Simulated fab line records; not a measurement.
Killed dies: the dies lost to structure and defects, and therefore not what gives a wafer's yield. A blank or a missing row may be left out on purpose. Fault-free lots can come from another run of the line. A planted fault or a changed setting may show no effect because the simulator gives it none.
fab line records    flow rit_cmos
record lots=14  wafers=42  last_day=7
route steps=202 shown ACTIVE@1 PLDD@123 SPACER@130 SILICIDE@165 M1@202
lots untouched by any fault: they come from a run of this same line in which no faults occurred
start_h: hours from the record's opening day to when the first of the lot's shown wafers began    wait_h: time in hours since the lot's previous step    " unchanged from the row above    L1.1+2: a row that stands for several wafers    - value missing, or start not given    * or withheld: withheld    < > ~ a bound
route shown NAME@n: NAME is a module with steps in the file, n the number in the route of the first one    usual: mean/standard deviation of fault-free wafers    same: alike in all rows    chamber/n: place in a boat    sites: per-site readings    _std_site: their standard deviation    _edge_site: mean of outer sites minus mean of inner sites    radius_mm: for every site, how far away it sits from the centre of the wafer    mask NAME#n: copy n    behind: the last tool/chamber to shape the wafer    hold: why the lot was held/for how many hours/how that ended    device: which transistor (n, p or np) failed to switch    end of line: at the end of the route, the tests of the same wafers    a step given without rows: its recipe and nothing more    killed: dies lost to structure and defects at the first sort, not the wafer's yield    map: the dies of a wafer, with x for killed, . for not killed, _ for no die there
set.NAME: the setting that was run; set.NAME@STEP: the one run at that earlier step    model.NAME: the simulator's own value behind a step, which no gauge read
a sample of lots followed through the steps of the route, with each step as a table and each wafer as a row
services: the hour from which a tool's chamber was out of use, counted from the record's first day as start_h (under 0 if before that day), plus the number of hours and why
## steps
# step RIT_ACTIVE_BOW_MEAS_00
# recipe mode=bow
# usual INCOMING_BOW=0/6.4
lot.wafer  tool           chamber  start_h  wait_h  INCOMING_BOW[um]
L783.2     film_metro-04  -        10.02    -       -9
L783.4     "              -        "        "       3
L783.5     "              -        "        "       -5
L786.2     film_metro-02  -        25.02    -       5
L786.5     "              -        "        "       -4
L786.6     "              -        "        "       2
L788.2     film_metro-01  -        35.02    -       1
L788.5     "              -        "        "       5
L788.6     "              -        "        "       1
L789.2     film_metro-01  -        40.02    -       3
L789.5     "              -        "        "       -1
L789.6     "              -        "        "       7
L790.1     film_metro-01  -        45.00    -       10
L790.4     "              -        "        "       1
L790.6     "              -        "        "       -19
L792.2     film_metro-04  -        55.02    -       -4
L792.5     "              -        "        "       -1
L792.6     "              -        "        "       -3
L793.1     film_metro-02  -        60.00    -       -5
L793.5     "              -        "        "       -1
L793.6     "              -        "        "       -11
L795.3     film_metro-04  -        70.04    -       -1
L795.4     "              -        "        "       -7
L795.6     "              -        "        "       0
L796.2     film_metro-02  -        75.02    -       4
L796.4     "              -        "        "       14
L796.5     "              -        "        "       -1
L799.1     film_metro-02  -        90.00    -       -3
L799.4     "              -        "        "       5
L799.5     "              -        "        "       6
L802.1     film_metro-01  -        105.00   -       0
L802.2     "              -        "        "       7
L802.5     "              -        "        "       -3
L804.3     film_metro-04  -        115.04   -       -1
L804.4     "              -        "        "       -2
L804.5     "              -        "        "       -3
L805.2     film_metro-01  -        120.02   -       -12
L805.3     "              -        "        "       3
L805.5     "              -        "        "       8
L806.3     film_metro-04  -        125.04   -       -5
L806.5     "              -        "        "       8
L806.6     "              -        "        "       6
# step RIT_PLDD_STRIP_09
# recipe chemistry=O2  time_s=180  resist=NOVOLAK  platen_temp_c=withheld  power_w=500  pressure_mtorr=4000  o2_flow_sccm=4000
# usual drypump_motor_current_A=5.6/0.63
lot.wafer  tool             chamber  start_h  wait_h  drypump_motor_current_A  rf_hours_counter_h
L783.2     plasma_asher-04  1        43.99    0.1     6.6                      38
L783.4     "                0        "        "       5.4                      -
L783.5     "                0        "        "       5.4                      -
L786.2     plasma_asher-02  1        65.48    0.1     5.1                      44
L786.5     "                0        "        "       5.4                      -
L786.6     "                1        "        "       5.1                      -
L788.2     plasma_asher-04  1        72.53    0.1     6.7                      41
L788.5     "                1        "        "       6.6                      -
L788.6     "                0        "        "       5.4                      -
L789.2     plasma_asher-01  1        79.99    0.1     6.4                      30
L789.5     "                1        "        "       6.4                      -
L789.6     "                0        "        "       4.9                      -
L790.1     plasma_asher-02  1        86.67    0.1     5.1                      44
L790.4     "                1        "        "       5.1                      -
L790.6     "                1        "        "       5.1                      -
L792.2     plasma_asher-01  0        90.40    0.1     4.9                      31
L792.5     "                1        "        "       6.4                      -
L792.6     "                0        "        "       4.9                      -
L793.1     plasma_asher-02  1        99.09    0.1     5.2                      46
L793.5     "                1        "        "       5.2                      -
L793.6     "                0        "        "       5.4                      -
L795.3     plasma_asher-01  1        109.35   0.1     6.4                      -
L795.4     "                0        "        "       4.9                      -
L795.6     "                0        "        "       4.9                      -
L796.2     plasma_asher-04  0        113.17   0.1     5.4                      46
L796.4     "                0        "        "       5.4                      -
L796.5     "                1        "        "       6.6                      -
L799.1     plasma_asher-04  0        130.92   0.1     5.4                      48
L799.4     "                1        "        "       6.6                      -
L799.5     "                0        "        "       5.4                      -
L802.1     plasma_asher-02  1        144.43   0.1     5.1                      51
L802.2     "                0        "        "       5.4                      51
L802.5     "                1        "        "       5.1                      -
L804.3     plasma_asher-02  0        150.17   0.1     5.4                      -
L804.4     "                1        "        "       5.1                      -
L804.5     "                1        "        "       5.1                      -
L805.2     plasma_asher-02  1        155.51   0.1     5.1                      52
L805.3     "                0        "        "       5.4                      -
L805.5     "                0        "        "       5.4                      -
L806.3     plasma_asher-04  0        162.80   0.1     5.4                      -
L806.5     "                1        "        "       6.6                      -
L806.6     "                0        "        "       5.4                      -
# step RIT_SPACER_ETCHBACK_05
# recipe target_depth_a=2500  SF6_flow_sccm=30  CHF3_flow_sccm=30  target=Si3N4  chemistry=SF6/CHF3  pressure_mtorr=40  rf_w=250  time_s=240  stop_on=SiO2
# usual CHF3_flow_sccm=29.99/0.093  drypump_motor_current_A=5.7/0.43  oes_product_au=0.838/0.015  run_length_s=268.4/0.35  throttle_valve_pct=10.29/0.16
lot.wafer  tool         chamber  start_h  wait_h  CHF3_flow_sccm  drypump_motor_current_A  oes_product_au  rf_hours_counter_h  run_length_s  throttle_valve_pct
L783.2     rie_diel-04  0        46.59    0.0     29.95           5.8                      0.833           4                   268.2         10.45
L783.4     "            1        "        "       29.99           5.6                      0.835           88                  268.3         10.29
L783.5     "            2        "        "       30.00           5.4                      0.827           -                   268.2         10.17
L786.2     rie_diel-01  2        68.10    0.0     29.98           5.9                      0.846           151                 268.5         10.03
L786.5     "            3        "        "       29.99           5.7                      0.834           -                   268.7         10.42
L786.6     "            1        "        "       29.96           5.3                      0.855           -                   268.4         10.31
L788.2     rie_diel-03  1        75.11    0.0     30.06           5.4                      0.881           157                 268.4         10.18
L788.5     "            3        "        "       30.11           6.3                      0.828           -                   268.7         10.39
L788.6     "            0        "        "       30.07           6.0                      0.838           -                   268.4         10.43
L789.2     rie_diel-03  1        84.39    0.0     30.02           5.3                      0.879           157                 268.7         10.19
L789.5     "            2        "        "       30.23           6.3                      0.846           -                   268.2         10.00
L789.6     "            3        "        "       29.93           6.3                      0.839           -                   268.4         10.37
L790.1     rie_diel-01  0        89.25    0.1     29.94           4.9                      0.820           117                 268.6         10.48
L790.4     "            2        "        "       30.04           6.0                      0.835           -                   268.2         10.04
L790.6     "            0        "        "       29.96           4.9                      0.824           -                   268.0         10.48
L792.2     rie_diel-04  2        93.34    0.0     29.96           5.4                      0.827           40                  268.1         10.19
L792.5     "            1        "        "       30.07           5.7                      0.837           -                   268.4         10.29
L792.6     "            2        "        "       30.22           5.4                      0.817           -                   268.4         10.18
L793.1     rie_diel-03  1        101.69   0.1     30.11           5.4                      0.854           157                 268.4         10.17
L793.5     "            0        "        "       29.97           6.0                      0.841           -                   268.5         10.41
L793.6     "            3        "        "       30.03           6.3                      0.831           -                   268.8         10.38
L795.3     rie_diel-04  1        111.87   0.0     29.91           5.7                      0.848           90                  268.3         10.27
L795.4     "            3        "        "       29.81           5.4                      0.860           19                  268.4         10.38
L795.6     "            0        "        "       30.06           5.9                      0.847           -                   268.2         10.47
L796.2     rie_diel-03  0        115.75   0.0     30.01           6.0                      0.849           134                 268.3         10.42
L796.4     "            2        "        "       29.87           6.4                      0.830           -                   267.9         9.99
L796.5     "            3        "        "       29.96           6.3                      0.831           -                   268.7         10.39
L799.1     rie_diel-03  0        133.50   0.1     30.02           6.0                      1.025           135                 172.5         10.46
L799.4     "            1        "        "       29.91           5.4                      1.006           0                   172.4         10.29
L799.5     "            3        "        "       29.83           6.3                      0.977           -                   172.5         10.43
L802.1     rie_diel-03  1        147.01   0.1     30.07           5.4                      1.020           0                   172.1         10.28
L802.2     "            3        "        "       30.00           6.4                      0.992           31                  172.8         10.43
L802.5     "            0        "        "       29.93           5.9                      1.027           -                   172.4         10.48
L804.3     rie_diel-04  1        152.69   0.0     30.03           5.6                      0.835           90                  268.0         10.27
L804.4     "            3        "        "       30.06           5.4                      0.843           20                  268.6         10.36
L804.5     "            2        "        "       30.12           5.4                      0.823           -                   268.2         10.17
L805.2     rie_diel-04  2        158.09   0.0     30.04           5.4                      0.822           41                  268.0         10.17
L805.3     "            3        "        "       29.88           5.4                      0.842           21                  268.4         10.38
L805.5     "            1        "        "       29.98           5.6                      0.843           -                   268.1         10.29
L806.3     rie_diel-01  1        165.35   0.0     30.01           5.3                      0.864           1                   268.3         10.30
L806.5     "            0        "        "       29.99           4.9                      0.815           -                   268.7         10.50
L806.6     "            1        "        "       30.10           5.3                      0.867           -                   268.3         10.31
# step RIT_SILICIDE_RTA_04
# recipe temp_c=650  time_s=10  idle_temp_c=25  ramp_up_s=5  ramp_down_s=5  cool_to_c=25  ambient=N2
# usual wafer_temp_C_max=652.1/0.54
lot.wafer  tool           chamber  start_h  wait_h  wafer_temp_C_max
L783.2     rtp_anneal-02  0        50.96    0.1     651.6
L783.4     "              0        "        "       651.7
L783.5     "              0        "        "       652.3
L786.2     rtp_anneal-01  0        72.36    0.1     652.2
L786.5     "              0        "        "       652.0
L786.6     "              0        "        "       652.1
L788.2     rtp_anneal-01  0        79.61    0.1     652.7
L788.5     "              0        "        "       651.9
L788.6     "              0        "        "       651.6
L789.2     rtp_anneal-02  0        88.95    0.1     652.0
L789.5     "              0        "        "       652.2
L789.6     "              0        "        "       651.5
L790.1     rtp_anneal-01  0        93.66    0.1     652.0
L790.4     "              0        "        "       652.2
L790.6     "              0        "        "       652.6
L792.2     rtp_anneal-01  0        97.88    0.1     653.3
L792.5     "              0        "        "       651.8
L792.6     "              0        "        "       652.2
L793.1     rtp_anneal-02  0        106.05   0.1     652.4
L793.5     "              0        "        "       652.8
L793.6     "              0        "        "       651.8
L795.3     rtp_anneal-02  0        116.35   0.1     651.7
L795.4     "              0        "        "       652.2
L795.6     "              0        "        "       651.5
L796.2     rtp_anneal-01  0        120.28   0.1     652.4
L796.4     "              0        "        "       652.2
L796.5     "              0        "        "       652.4
L804.3     rtp_anneal-01  0        157.22   0.1     652.6
L804.4     "              0        "        "       652.0
L804.5     "              0        "        "       652.3
L805.2     rtp_anneal-02  0        162.65   0.1     652.9
L805.3     "              0        "        "       651.8
L805.5     "              0        "        "       652.3
L806.3     rtp_anneal-01  0        169.61   0.1     652.1
L806.5     "              0        "        "       652.5
L806.6     "              0        "        "       652.4
# step RIT_M1_PROBE_99
# usual killed_at_M0_to_M3=0.0/0.2  killed_at_contacts=0.1/0.25  killed_at_front_end=6/3.1  killed_dies=6/3.1  killed_on_rim=1.6/1.4  killed_open=2.9/2  killed_short=3.3/2
# same gross_dies=264  killed_at_M4_up=0  killed_at_back_side=0  killed_at_other=0
lot.wafer  tool       chamber  start_h  wait_h  killed_at_M0_to_M3  killed_at_contacts  killed_at_front_end  killed_dies  killed_on_rim  killed_open  killed_short
L783.2     prober-02  -        57.71    0.1     0                   0                   9                    9            3              6            3
L783.4     prober-02  -        57.81    0.2     0                   0                   3                    3            0              2            1
L783.5     prober-02  -        57.86    0.2     0                   0                   4                    4            2              2            2
L786.2     prober-01  -        79.30    0.1     0                   0                   5                    5            2              2            3
L786.5     prober-01  -        79.45    0.2     0                   0                   8                    8            0              4            4
L786.6     prober-01  -        79.50    0.2     0                   0                   6                    6            1              2            4
L790.1     prober-01  -        100.58   0.1     0                   0                   9                    9            4              6            3
L790.4     prober-01  -        100.73   0.2     0                   1                   9                    10           4              6            4
L790.6     prober-01  -        100.83   0.2     0                   0                   14                   14           2              7            7
L793.1     prober-02  -        112.59   0.1     0                   0                   1                    1            1              0            1
L793.5     prober-02  -        112.79   0.2     0                   0                   7                    7            3              3            4
L793.6     prober-02  -        112.84   0.2     0                   0                   4                    4            0              0            4
L796.2     prober-01  -        127.03   0.1     0                   0                   4                    4            0              3            1
L796.4     prober-01  -        127.13   0.2     0                   0                   6                    6            0              3            3
L796.5     prober-01  -        127.18   0.2     0                   0                   5                    5            3              5            0
L799.1     prober-02  -        144.43   0.1     0                   0                   264                  264          70             3            3
L799.4     prober-02  -        144.58   0.2     0                   0                   264                  264          70             1            5
L799.5     prober-02  -        144.63   0.2     0                   0                   264                  264          70             3            3
L802.1     prober-01  -        158.35   0.1     0                   0                   264                  264          70             0            5
L802.2     prober-01  -        158.40   0.1     0                   0                   264                  264          70             4            3
L802.5     prober-01  -        158.55   0.2     0                   0                   264                  264          70             3            5
L805.2     prober-02  -        169.27   0.1     0                   0                   4                    4            2              2            2
L805.3     prober-02  -        169.32   0.2     0                   0                   7                    7            2              4            3
L805.5     prober-02  -        169.42   0.2     0                   0                   3                    3            1              3            0
# killed by level:class
L783.2 GATE:geometric_particle:open=4 GATE:geometric_particle:short=2 FOX1:geometric_particle:open=1 REOX:geometric_particle:short=1 SILICIDE:geometric_particle:open=1
L783.4 REOX:geometric_particle:short=1 REOX:geometric_particle:open=1 SILICIDE:geometric_particle:open=1
L783.5 GATE:geometric_particle:short=2 GATE:geometric_particle:open=1 SILICIDE:geometric_particle:open=1
L786.2 ACTIVE:geometric_particle:short=1 GATE:geometric_particle:short=1 GATE:geometric_particle:open=1 SPACER:geometric_particle:open=1 SILICIDE:geometric_particle:short=1
L786.5 GATE:geometric_particle:short=3 SPACER:geometric_particle:open=2 SILICIDE:geometric_particle:open=2 SILICIDE:geometric_particle:short=1
L786.6 GATE:geometric_particle:short=2 FOX1:geometric_particle:short=1 GATE:geometric_particle:open=1 SPACER:geometric_particle:short=1 SILICIDE:geometric_particle:open=1
L790.1 REOX:geometric_particle:open=4 FOX1:geometric_particle:open=1 FOX1:geometric_particle:short=1 GATE:geometric_particle:short=1 SPACER:geometric_particle:short=1 SPACER:geometric_particle:open=1
L790.4 FOX1:geometric_particle:open=2 FOX1:geometric_particle:short=2 GATE:geometric_particle:open=2 FOX2:geometric_particle:short=1 SPACER:geometric_particle:short=1 SILICIDE:geometric_particle:open=1 CONTACT:geometric_particle:open=1
L790.6 GATE:geometric_particle:open=6 GATE:geometric_particle:short=3 REOX:geometric_particle:short=2 FOX1:geometric_particle:short=1 REOX:geometric_particle:open=1 SPACER:geometric_particle:short=1
L793.1 REOX:geometric_particle:short=1
L793.5 GATE:geometric_particle:short=2 SILICIDE:geometric_particle:short=2 GATE:geometric_particle:open=1 SPACER:geometric_particle:open=1 SILICIDE:geometric_particle:open=1
L793.6 FOX1:geometric_particle:short=2 FOX2:geometric_particle:short=1 REOX:geometric_particle:short=1
L796.2 GATE:geometric_particle:open=1 GATE:geometric_particle:short=1 REOX:geometric_particle:open=1 SILICIDE:geometric_particle:open=1
L796.4 GATE:geometric_particle:short=2 REOX:geometric_particle:open=2 FOX1:geometric_particle:short=1 SILICIDE:geometric_particle:open=1
L796.5 REOX:geometric_particle:open=3 GATE:geometric_particle:open=2
L799.1 SPACER:area_etchback=258 FOX1:geometric_particle:open=1 FOX2:geometric_particle:open=1 FOX2:geometric_particle:short=1 GATE:geometric_particle:short=1 REOX:geometric_particle:short=1 SILICIDE:geometric_particle:open=1
L799.4 SPACER:area_etchback=258 GATE:geometric_particle:short=4 GATE:geometric_particle:open=1 SPACER:geometric_particle:short=1
L799.5 SPACER:area_etchback=258 GATE:geometric_particle:open=2 SPACER:geometric_particle:short=2 GATE:geometric_particle:short=1 SPACER:geometric_particle:open=1
L802.1 SPACER:area_etchback=259 GATE:geometric_particle:short=2 REOX:geometric_particle:short=2 FOX2:geometric_particle:short=1
L802.2 SPACER:area_etchback=257 FOX1:geometric_particle:open=1 GATE:geometric_particle:short=1 GATE:geometric_particle:open=1 REOX:geometric_particle:open=1 SPACER:geometric_particle:short=1 SILICIDE:geometric_particle:short=1 SILICIDE:geometric_particle:open=1
L802.5 SPACER:area_etchback=256 FOX1:geometric_particle:short=2 FOX2:geometric_particle:short=1 GATE:geometric_particle:open=1 GATE:geometric_particle:short=1 REOX:geometric_particle:short=1 SPACER:geometric_particle:open=1 SILICIDE:geometric_particle:open=1
L805.2 GATE:geometric_particle:short=2 GATE:geometric_particle:open=1 SPACER:geometric_particle:open=1
L805.3 GATE:geometric_particle:open=2 SPACER:geometric_particle:open=2 SPACER:geometric_particle:short=2 FOX1:geometric_particle:short=1
L805.5 GATE:geometric_particle:open=2 FOX1:geometric_particle:open=1
## services
tool             chamber  start_h  hours  kind
plasma_asher-04  -        21.83    2.8    pm
rie_diel-01      0        35.94    40.7   repair
plasma_asher-02  -        71.80    14.6   pm
rie_diel-01      1        86.71    -      clean
rie_diel-01      1        86.71    -      consumable_replace:esc
rie_diel-01      1        86.71    20.6   scheduled_down
rie_diel-01      1        86.71    20.6   vent_cycle
rie_diel-03      1        107.85   -      clean
rie_diel-03      1        107.85   16.0   scheduled_down
rie_diel-03      1        107.85   16.0   vent_cycle
rie_diel-01      2        114.80   1.8    repair
rie_diel-01      2        144.00   -      clean
rie_diel-01      2        144.00   28.4   scheduled_down
rie_diel-01      2        144.00   28.4   vent_cycle
rie_diel-01      1        149.95   4.8    repair
rie_diel-03      2        150.53   4.3    repair
## key
first_sign step=RIT_SPACER_ETCHBACK_05  reading=run_length_s  direction=down  sigmas=99+  usual=*  struck=*
effect step=RIT_SPACER_ETCHBACK_05  reading=oes_product_au  direction=up  sigmas=12  usual=0.838  struck=1.008
effect step=RIT_M1_PROBE_99  reading=killed_dies  direction=up  sigmas=84  usual=6  struck=264
more_kills_born_at RIT_SPACER_ETCHBACK_05@rie_diel-03=1546
met_at RIT_SPACER_ETCHBACK_05
struck_lots L799,L802
later_rows_left_out L799.1,L799.4,L799.5,L802.1,L802.2,L802.5
tester_left_out L799,L802
not_acting_at RIT_ACTIVE_BOW_MEAS_00,RIT_PLDD_STRIP_09,RIT_SILICIDE_RTA_04
onset_between 115.75 133.50
fault kind=process_parameter_drift  tool=rie_diel-03  chamber=-  onset_h=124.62  steps=RIT_SPACER_ETCHBACK_05  channel=time_s  offset=*  shape=step  end_h=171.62  acts_in=*  stated=*
# tester_left_out: of these lots the tester's yield and bins aren't shown, on N5 and GAA mostly nor the transistor test; their killed dies are dies lost to structure and defects alone, not to doping, threshold or leakage, so they don't give the yield
# later_rows_left_out: the simulator's readings of these wafers behind a module that went badly wrong aren't trusted and aren't shown, but for the sort
